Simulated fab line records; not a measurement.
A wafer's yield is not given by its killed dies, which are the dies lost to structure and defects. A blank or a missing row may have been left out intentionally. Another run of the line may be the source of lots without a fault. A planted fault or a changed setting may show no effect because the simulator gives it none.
fab line records | flow ritCmos | part 2 of 2: steps 30 to 41 of 41
record: lots: 5 wafers: 15 lastDay: 7
route steps=202 shown PLDD@159 NLDD@160 SILICIDE@161 CONTACT@168 M1@184
lots untouched by any fault: they come from a run of this same line in which no faults occurred
startH: the number of hours between the record's first day and the start of the first shown wafer of the lot | waitH: hours from the lot's prior step to this one | " unchanged from the row above | L1.1+2: one row covering several wafers at once | - value missing, or start not given | * or withheld: withheld | < > ~ a bound
route shown NAME@n: names a module that has steps shown in the file, with the first one's number in the route | usual: mean and standard deviation over wafers with no fault | same: alike in all rows | chamber/n: place in a boat | sites: the reading at each site | _std_site: standard deviation of those values | _edge_site: the outer-site mean with the inner-site mean subtracted | radiusMm: for every site, how far away it sits from the centre of the wafer | mask NAME#n: copy n | behind: the most recent tool/chamber to have shaped the wafer | hold: the reason the lot was held/the length of the hold in hours/how it ended | device: the transistor (n, p or np) that didn't switch | end of line: the tests these same wafers got at the end of their route | a step given without rows: its recipe and nothing more | killed: count of dies lost to structure and defects at first sort (not the wafer's yield) | map: shows each die of a wafer: x if killed, . if not, _ if none is there
set.NAME: the setting as run; set.NAME@STEP: as run at that earlier step | model.NAME: the simulator's own value behind a step, which no gauge read
certain route steps with their lots: each step a table, each wafer a row
services: when a tool's chamber went out of use (startH, in hours from the record's first day, below 0 if earlier), for how many hours, and the reason
== steps ==
step: RIT_M1_COAT_04
recipe: resist: NOVOLAK spinRpm: 2000 resistThkNm: 1300
columns lot.wafer tool chamber startH waitH
L077.1+3+4 lithoTrack-03 0 72.84 0.1
L088.1+2+3 lithoTrack-01 0 127.17 0.1
L089.2+4+5 lithoTrack-02 0 130.83 0.1
L094.3+4+5 lithoTrack-03 0 155.57 0.1
L095.2+4+6 lithoTrack-02 0 159.09 0.1
step: RIT_M1_SOFTBAKE_05
recipe: resist: NOVOLAK tempC: 90 timeS: 60
same: timeS: 60
columns lot.wafer tool chamber startH waitH
L077.1+3+4 lithoTrack-03 0 72.99 0.1
L088.1+2+3 lithoTrack-01 0 127.32 0.1
L089.2+4+5 lithoTrack-02 0 130.98 0.1
L094.3+4+5 lithoTrack-03 0 155.72 0.1
L095.2+4+6 lithoTrack-02 0 159.24 0.1
step: RIT_M1_EXPOSE_06
recipe: maskId: M12 na: 0.6 sourceShape: conventional sigmaOuter: 0.5 targetCdNm: 2600 doseMj: 250
usual: exposureDoseMJCm2: 249.91/0.25
same: na: 0.6
columns lot.wafer tool chamber startH waitH mask exposureDoseMJCm2
L077.1 ilineStepper-02 0 73.14 0.1 M12#0 249.74
L077.3 " 0 " " M12#0 249.96
L077.4 " 0 " " M12#0 249.59
L088.1 ilineStepper-01 0 127.47 0.1 M12#0 250.42
L088.2 " 0 " " M12#0 249.79
L088.3 " 0 " " M12#0 250.08
L089.2 ilineStepper-01 0 131.12 0.1 M12#0 250.10
L089.4 " 0 " " M12#0 250.03
L089.5 " 0 " " M12#0 250.28
L094.3 ilineStepper-01 0 155.98 0.2 M12#0 249.94
L094.4 " 0 " " M12#0 249.66
L094.5 " 0 " " M12#0 249.98
L095.2 ilineStepper-02 0 159.51 0.2 M12#0 249.88
L095.4 " 0 " " M12#0 250.02
L095.6 " 0 " " M12#0 249.98
step: RIT_M1_PEB_07
recipe: resist: NOVOLAK tempC: withheld timeS: withheld
columns lot.wafer tool chamber startH waitH
L077.1+3+4 lithoTrack-03 0 73.25 0.1
L088.1+2+3 lithoTrack-03 0 127.59 0.1
L089.2+4+5 lithoTrack-02 0 131.25 0.1
L094.3+4+5 lithoTrack-02 0 156.11 0.1
L095.2+4+6 lithoTrack-03 0 159.63 0.1
step: RIT_M1_DEVELOP_08
recipe: resist: NOVOLAK developTimeS: 68 devTempC: 23
columns lot.wafer tool chamber startH waitH
L077.1+3+4 lithoTrack-03 0 - -
L088.1+2+3 lithoTrack-03 0 - -
L089.2+4+5 lithoTrack-02 0 - -
L094.3+4+5 lithoTrack-02 0 - -
L095.2+4+6 lithoTrack-03 0 - -
step: RIT_M1_CD_MEAS_09
recipe: targetCdNm: 2600
usual: cdNm: 2599.2/2.3
columns lot.wafer tool chamber startH waitH cdNm
L077.1 cdSem-01 - 73.57 - 2600.5
L077.3 " - " " 2599.7
L077.4 " - " " 2601.0
L088.1 cdSem-01 - 127.90 - 2595.0
L088.2 " - " " 2596.7
L088.3 " - " " 2595.5
L089.2 cdSem-02 - 131.55 - 2596.5
L089.4 " - " " 2597.8
L089.5 " - " " 2597.7
L094.3 cdSem-01 - 156.41 - 2600.3
L094.4 " - " " 2604.1
L094.5 " - " " 2603.0
L095.2 cdSem-02 - 159.94 - 2595.2
L095.4 " - " " 2594.2
L095.6 " - " " 2593.9
step: RIT_M1_OVL_MEAS_10
usual: M1_OVL: 0.8/1.3
columns lot.wafer tool chamber startH waitH M1_OVL[nm]
L077.1 overlay-02 - 73.69 0.1 0.9
L077.3 " - " " 2.1
L077.4 " - " " 0.8
L088.1 overlay-02 - 128.02 0.1 -1.1
L088.2 " - " " -0.8
L088.3 " - " " 0.6
L089.2 overlay-01 - 131.66 0.1 0.0
L089.4 " - " " -1.9
L089.5 " - " " 0.2
L094.3 overlay-02 - 156.51 0.1 2.4
L094.4 " - " " 0.8
L094.5 " - " " -1.6
L095.2 overlay-01 - 160.05 0.1 1.4
L095.4 " - " " -0.2
L095.6 " - " " -0.9
step: RIT_M1_HARDBAKE_11
recipe: resist: NOVOLAK tempC: 140 timeS: 120
same: timeS: 120
columns lot.wafer tool chamber startH waitH
L077.1+3+4 lithoTrack-02 0 73.72 0.0
L088.1+2+3 lithoTrack-02 0 128.05 0.0
L089.2+4+5 lithoTrack-01 0 131.73 0.1
L094.3+4+5 lithoTrack-01 0 156.61 0.1
L095.2+4+6 lithoTrack-02 0 160.12 0.1
step: RIT_M1_METAL_ETCH_12
recipe: stopOn: SiO2 chemistry: Cl2/BCl3 target: Al timeS: 165 overEtchFrac: 0.5 pressureMtorr: 100 targetDepthA: 6000 rfW: 250 Cl2_flow_sccm: 60 bcl3FlowSccm: 50
usual: drypumpMotorCurrentA: 5.9/0.5 oesProductAu: 0.754/0.014 throttleValvePct: 8.33/0.12
same: timeS: 165
columns lot.wafer tool chamber startH waitH drypumpMotorCurrentA oesProductAu rfHoursCounterH throttleValvePct
L077.1 rieMetal-04 1 73.97 0.2 6.2 0.756 35 8.49
L077.3 " 1 " " 6.1 0.751 - 8.51
L077.4 " 0 " " 5.2 0.772 - 8.44
L088.1 rieMetal-03 1 128.30 0.2 5.7 0.771 3 8.21
L088.2 " 0 " " 6.6 0.748 3 8.19
L088.3 " 1 " " 5.6 0.767 - 8.22
L089.2 rieMetal-04 1 131.94 0.2 6.2 0.772 36 8.49
L089.4 " 0 " " 5.2 0.776 - 8.45
L089.5 " 1 " " 6.2 0.770 - 8.50
L094.3 rieMetal-04 1 156.83 0.2 6.1 0.738 - 8.50
L094.4 " 0 " " 5.2 0.731 - 8.44
L094.5 " 1 " " 6.1 0.740 - 8.51
L095.2 rieMetal-02 0 160.33 0.2 5.4 0.763 5 8.36
L095.4 " 1 " " 6.4 0.731 - 8.28
L095.6 " 0 " " 5.4 0.757 - 8.37
step: RIT_M1_STRIP_13
recipe: chemistry: nmp resist: NOVOLAK tempC: 80 timeS: 600 dry: n2Spin
same: timeS: 600
columns lot.wafer tool chamber startH waitH
L077.1+3+4 wetBench-04 1 74.14 0.1
L088.1+2+3 wetBench-01 0 128.47 0.1
L089.2+4+5 wetBench-01 2 132.10 0.1
L094.3+4+5 wetBench-01 0 156.94 0.1
L095.2+4+6 wetBench-04 1 160.49 0.1
step: RIT_M1_STRIP_14
recipe: chemistry: O2 timeS: 184.8 platenTempC: withheld powerW: 500 pressureMtorr: 4000 o2FlowSccm: 4000
usual: drypumpMotorCurrentA: 5.7/0.46
same: timeS: 184.8
columns lot.wafer tool chamber startH waitH drypumpMotorCurrentA rfHoursCounterH
L077.1 plasmaAsher-02 0 74.31 0.0 6.6 48
L077.3 " 1 " " 5.8 -
L077.4 " 0 " " 6.6 -
L088.1 plasmaAsher-02 0 128.64 0.0 6.6 1
L088.2 " 1 " " 5.8 1
L088.3 " 0 " " 6.6 -
L089.2 plasmaAsher-03 1 132.28 0.0 5.6 40
L089.4 " 1 " " 5.6 -
L089.5 " 0 " " 5.7 -
L094.3 plasmaAsher-03 0 157.18 0.1 5.7 -
L094.4 " 1 " " 5.6 -
L094.5 " 1 " " 5.6 -
L095.2 plasmaAsher-03 0 160.67 0.0 5.7 43
L095.4 " 1 " " 5.6 -
L095.6 " 1 " " 5.6 -
step: RIT_M1_CD_MEAS_90
recipe: targetCdNm: 2600
usual: cdNm: 2600/3.4
columns lot.wafer tool chamber startH waitH cdNm
L077.1 cdSem-01 - 74.49 0.1 2603
L077.3 " - " " 2603
L077.4 " - " " 2600
L088.1 cdSem-01 - 128.82 0.1 2598
L088.2 " - " " 2595
L088.3 " - " " 2597
L089.2 cdSem-01 - 132.47 0.1 2601
L089.4 " - " " 2598
L089.5 " - " " 2602
L094.3 cdSem-01 - 157.33 0.1 2604
L094.4 " - " " 2602
L094.5 " - " " 2608
L095.2 cdSem-02 - 160.86 0.1 2591
L095.4 " - " " 2597
L095.6 " - " " 2590
== services ==
columns tool chamber startH hours kind
plasmaAsher-04 - 53.58 5.2 repair
plasmaAsher-03 - 56.99 10.5 repair
pvdSputter-02 - 58.36 3.3 repair
rieDiel-01 0 61.01 7.9 repair
plasmaAsher-04 - 67.21 15.6 pm
pecvd-03 - 70.33 0.7 repair
ilineStepper-01 - 79.31 13.3 repair
pecvd-02 0 93.13 14.3 repair
wetBench-01 - 94.33 0.9 repair
rieMetal-04 - 96.07 0.3 repair
plasmaAsher-04 - 96.40 2.3 repair
pecvd-03 - 99.95 0.9 repair
pecvd-03 - 102.10 5.5 pm
pecvd-02 2 107.01 51.0 repair
plasmaAsher-02 - 108.75 9.0 pm
pvdSputter-04 - 108.99 6.9 repair
pecvd-02 0 110.55 5.4 repair
pecvd-02 1 115.57 10.9 repair
ilineStepper-02 - 120.35 2.1 pm
pecvd-03 1 124.79 4.8 repair
wetBench-02 - 133.22 1.6 repair
rieMetal-04 - 136.12 20.0 pm
wetBench-01 - 142.95 1.9 pm
pvdSputter-01 - 159.48 7.6 repair
